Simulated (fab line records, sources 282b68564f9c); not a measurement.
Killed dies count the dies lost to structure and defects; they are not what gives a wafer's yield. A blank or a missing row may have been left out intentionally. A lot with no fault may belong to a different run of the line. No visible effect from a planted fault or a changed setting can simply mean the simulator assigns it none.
The tool behind it: which one? || flow ritCmos || Sampling: 13 lots, 39 wafers, 5 of 202 route steps

WHAT THE GAUGES SHOWED, per wafer
RIT_PWELL_OVL_MEAS_06.
{"lot": "L769", "measured": "day 2 02:00", "on": "overlay-01", "PWELL_OVL (nm)": "0.6 -0.5 -0.1"}
{"lot": "L772", "measured": "day 2 14:20", "on": "overlay-02", "PWELL_OVL (nm)": "-3.2 -1.9 -0.3"}
{"lot": "L773", "measured": "day 2 19:55", "on": "overlay-01", "PWELL_OVL (nm)": "1.4 0.2 0.3"}
{"lot": "L775", "measured": "day 3 06:12", "on": "overlay-01", "PWELL_OVL (nm)": "- - -"}
{"lot": "L777", "measured": "day 3 15:42", "on": "overlay-01", "PWELL_OVL (nm)": "0.6 0.8 -0.9"}
{"lot": "L784", "measured": "day 5 03:06", "on": "overlay-01", "PWELL_OVL (nm)": "-1.3 -0.9 -2.2"}
{"lot": "L786", "measured": "day 5 14:05", "on": "overlay-01", "PWELL_OVL (nm)": "2.6 0.2 -0.3"}
{"lot": "L787", "measured": "day 5 17:19", "on": "overlay-01", "PWELL_OVL (nm)": "0.2 -1.1 -0.3"}
{"lot": "L788", "measured": "day 5 22:20", "on": "overlay-02", "PWELL_OVL (nm)": "-0.8 0.2 -2.1"}
{"lot": "L789", "measured": "day 6 03:51", "on": "overlay-02", "PWELL_OVL (nm)": "-1.3 0.4 -2.3"}
{"lot": "L790", "measured": "day 6 14:18", "on": "overlay-02", "PWELL_OVL (nm)": "-1.2 -1.1 -1.4"}
{"lot": "L791", "measured": "day 6 14:44", "on": "overlay-01", "PWELL_OVL (nm)": "0.0 1.1 0.9"}
{"lot": "L792", "measured": "day 7 07:09", "on": "overlay-01", "PWELL_OVL (nm)": "-2.7 -1.9 -2.8"}

RIT_PWELL_TW_MEAS_10.
{"lot": "L769", "measured": "day 2 02:37", "on": "filmMetro-03", "PWELL_TW": "951 952 955"}
{"lot": "L772", "measured": "day 2 14:58", "on": "filmMetro-03", "PWELL_TW": "948 950 957"}
{"lot": "L773", "measured": "day 2 20:31", "on": "filmMetro-01", "PWELL_TW": "951 952 957"}
{"lot": "L775", "measured": "day 3 06:49", "on": "filmMetro-01", "PWELL_TW": "30 30 30"}
{"lot": "L777", "measured": "day 3 16:19", "on": "filmMetro-04", "PWELL_TW": "964 965 967"}
{"lot": "L784", "measured": "day 5 03:43", "on": "filmMetro-03", "PWELL_TW": "952 950 948"}
{"lot": "L786", "measured": "day 5 14:42", "on": "filmMetro-03", "PWELL_TW": "955 955 958"}
{"lot": "L787", "measured": "day 5 17:56", "on": "filmMetro-04", "PWELL_TW": "957 962 953"}
{"lot": "L788", "measured": "day 5 23:10", "on": "filmMetro-04", "PWELL_TW": "964 965 967"}
{"lot": "L789", "measured": "day 6 04:28", "on": "filmMetro-01", "PWELL_TW": "956 957 952"}
{"lot": "L790", "measured": "day 6 14:55", "on": "filmMetro-01", "PWELL_TW": "955 955 955"}
{"lot": "L791", "measured": "day 6 15:20", "on": "filmMetro-01", "PWELL_TW": "949 954 953"}
{"lot": "L792", "measured": "day 7 07:46", "on": "filmMetro-03", "PWELL_TW": "957 961 964"}

RIT_M1_OVL_MEAS_10.
{"lot": "L769", "measured": "day 3 10:55", "on": "overlay-02", "M1_OVL (nm)": "1.4 0.6 2.3"}
{"lot": "L772", "measured": "day 3 23:29", "on": "overlay-01", "M1_OVL (nm)": "1.4 0.6 0.0"}
{"lot": "L773", "measured": "day 4 03:16", "on": "overlay-01", "M1_OVL (nm)": "1.1 0.6 0.3"}
{"lot": "L775", "measured": "day 4 15:11", "on": "overlay-02", "M1_OVL (nm)": "-0.4 -0.2 1.2"}
{"lot": "L777", "measured": "day 5 00:41", "on": "overlay-02", "M1_OVL (nm)": "1.9 2.7 1.9"}
{"lot": "L784", "measured": "day 6 11:28", "on": "overlay-02", "M1_OVL (nm)": "1.0 1.2 0.8"}
{"lot": "L786", "measured": "day 7 08:04", "on": "overlay-01", "M1_OVL (nm)": "0.3 1.2 1.6"}
{"lot": "L787", "measured": "day 7 08:19", "on": "overlay-01", "M1_OVL (nm)": "1.6 3.3 1.0"}
{"lot": "L788", "measured": "day 7 21:30", "on": "overlay-02", "M1_OVL (nm)": "1.4 1.3 -0.3"}
{"lot": "L789", "measured": "day 8 08:05", "on": "overlay-01", "M1_OVL (nm)": "0.3 0.1 0.8"}
{"lot": "L790", "measured": "day 8 18:48", "on": "overlay-01", "M1_OVL (nm)": "-1.8 -0.2 -1.1"}
{"lot": "L791", "measured": "day 8 20:48", "on": "overlay-02", "M1_OVL (nm)": "0.8 1.2 1.1"}
{"lot": "L792", "measured": "day 9 06:05", "on": "overlay-02", "M1_OVL (nm)": "-0.8 0.3 -0.9"}

WHAT TOOL EACH LOT RAN ON (gives the tool, then ch and the chambers of the sampled wafers, and finally the start)
{"lot": "L769", "RIT_PWELL_EXPOSE_03": "ilineStepper-01 ch 0, day 2 01:37", "RIT_M1_SPUTTER_00": "pvdSputter-01, day 3 09:23"}
{"lot": "L772", "RIT_PWELL_EXPOSE_03": "ilineStepper-02 ch 0, day 2 13:55", "RIT_M1_SPUTTER_00": "pvdSputter-04, day 3 22:00"}
{"lot": "L773", "RIT_PWELL_EXPOSE_03": "ilineStepper-01 ch 0, day 2 19:29", "RIT_M1_SPUTTER_00": "pvdSputter-02, day 4 01:47"}
{"lot": "L775", "RIT_PWELL_EXPOSE_03": "ilineStepper-02 ch 0, day 3 05:47", "RIT_M1_SPUTTER_00": "pvdSputter-02, day 4 13:32"}
{"lot": "L777", "RIT_PWELL_EXPOSE_03": "ilineStepper-01 ch 0, day 3 15:16", "RIT_M1_SPUTTER_00": "pvdSputter-01, day 4 22:58"}
{"lot": "L784", "RIT_PWELL_EXPOSE_03": "ilineStepper-02 ch 0, day 5 02:40", "RIT_M1_SPUTTER_00": "pvdSputter-04, day 6 09:59"}
{"lot": "L786", "RIT_PWELL_EXPOSE_03": "ilineStepper-02 ch 0, day 5 13:41", "RIT_M1_SPUTTER_00": "pvdSputter-04, day 7 06:27"}
{"lot": "L787", "RIT_PWELL_EXPOSE_03": "ilineStepper-01 ch 0, day 5 16:50", "RIT_M1_SPUTTER_00": "pvdSputter-01, day 7 06:42"}
{"lot": "L788", "RIT_PWELL_EXPOSE_03": "ilineStepper-02 ch 0, day 5 21:46", "RIT_M1_SPUTTER_00": "pvdSputter-04, day 7 19:51"}
{"lot": "L789", "RIT_PWELL_EXPOSE_03": "ilineStepper-02 ch 0, day 6 03:26", "RIT_M1_SPUTTER_00": "pvdSputter-02, day 8 06:35"}
{"lot": "L790", "RIT_PWELL_EXPOSE_03": "ilineStepper-02 ch 0, day 6 13:52", "RIT_M1_SPUTTER_00": "pvdSputter-04, day 8 17:12"}
{"lot": "L791", "RIT_PWELL_EXPOSE_03": "ilineStepper-01 ch 0, day 6 14:18", "RIT_M1_SPUTTER_00": "pvdSputter-02, day 8 19:12"}
{"lot": "L792", "RIT_PWELL_EXPOSE_03": "ilineStepper-02 ch 0, day 7 06:44", "RIT_M1_SPUTTER_00": "pvdSputter-01, day 9 04:29"}
- RIT_PWELL_EXPOSE_03: exposes mask M3, target cd 43700 nm.
- RIT_M1_SPUTTER_00: material Al, target thk 400 nm, time 500 s.

AS READ BY THE TOOLS THEMSELVES (means over the sampled wafers that have a number; for cases with no such wafer, the mark the record gives instead)
RIT_M1_SPUTTER_00.
{"lot": "L769", "tool": "pvdSputter-01", "throttleValvePct (%)": 29.9}
{"lot": "L772", "tool": "pvdSputter-04", "throttleValvePct (%)": 29.5}
{"lot": "L773", "tool": "pvdSputter-02", "throttleValvePct (%)": 29.3}
{"lot": "L775", "tool": "pvdSputter-02", "throttleValvePct (%)": 29.9}
{"lot": "L777", "tool": "pvdSputter-01", "throttleValvePct (%)": 29.3}
{"lot": "L784", "tool": "pvdSputter-04", "throttleValvePct (%)": 30.1}
{"lot": "L786", "tool": "pvdSputter-04", "throttleValvePct (%)": 30.1}
{"lot": "L787", "tool": "pvdSputter-01", "throttleValvePct (%)": 28.4}
{"lot": "L788", "tool": "pvdSputter-04", "throttleValvePct (%)": 30.0}
{"lot": "L789", "tool": "pvdSputter-02", "throttleValvePct (%)": 28.8}
{"lot": "L790", "tool": "pvdSputter-04", "throttleValvePct (%)": 30.6}
{"lot": "L791", "tool": "pvdSputter-02", "throttleValvePct (%)": 30.1}
{"lot": "L792", "tool": "pvdSputter-01", "throttleValvePct (%)": 29.8}

THE ANSWER, worked out from the rows above alone
Rule: the lots themselves supply what counts as usual. The widest of any qualifying gaps counts: lots, ordered by their means at a reading, are off when they make up no more than a third of the lots, leave a main group of 4 or more, and stand apart from it by 3 or more times the standard deviation of that group's means. Not used: any main group whose means are identical at the precision the tables above print for the reading. A lot without any number at a reading at which 4 lots or more have one is off too. All remaining lots with rows at the step are treated as sound. The gauges are gone through in route order, then the tools' own readings, and for those a lot's mean is taken as printed above. At the first step where some lot is off, the reading lying furthest off is the one used; lots without a number count as furthest.
Off: L775, at RIT_PWELL_OVL_MEAS_06 (PWELL_OVL). Without a number there: L775. For the main group the mean is -0.6 nm and the standard deviation 1.
If a tool, at a process step before that reading, ran all the lots that are off and no sound lot after the first of them, it fits. The gauges at RIT_PWELL_OVL_MEAS_06 aren't tried: what is off there is off at RIT_PWELL_TW_MEAS_10 too, on other tools, and a gauge's error can't cause that. Of those tried, none fits.

WHAT HAD BEEN PUT IN BY THE SIMULATOR
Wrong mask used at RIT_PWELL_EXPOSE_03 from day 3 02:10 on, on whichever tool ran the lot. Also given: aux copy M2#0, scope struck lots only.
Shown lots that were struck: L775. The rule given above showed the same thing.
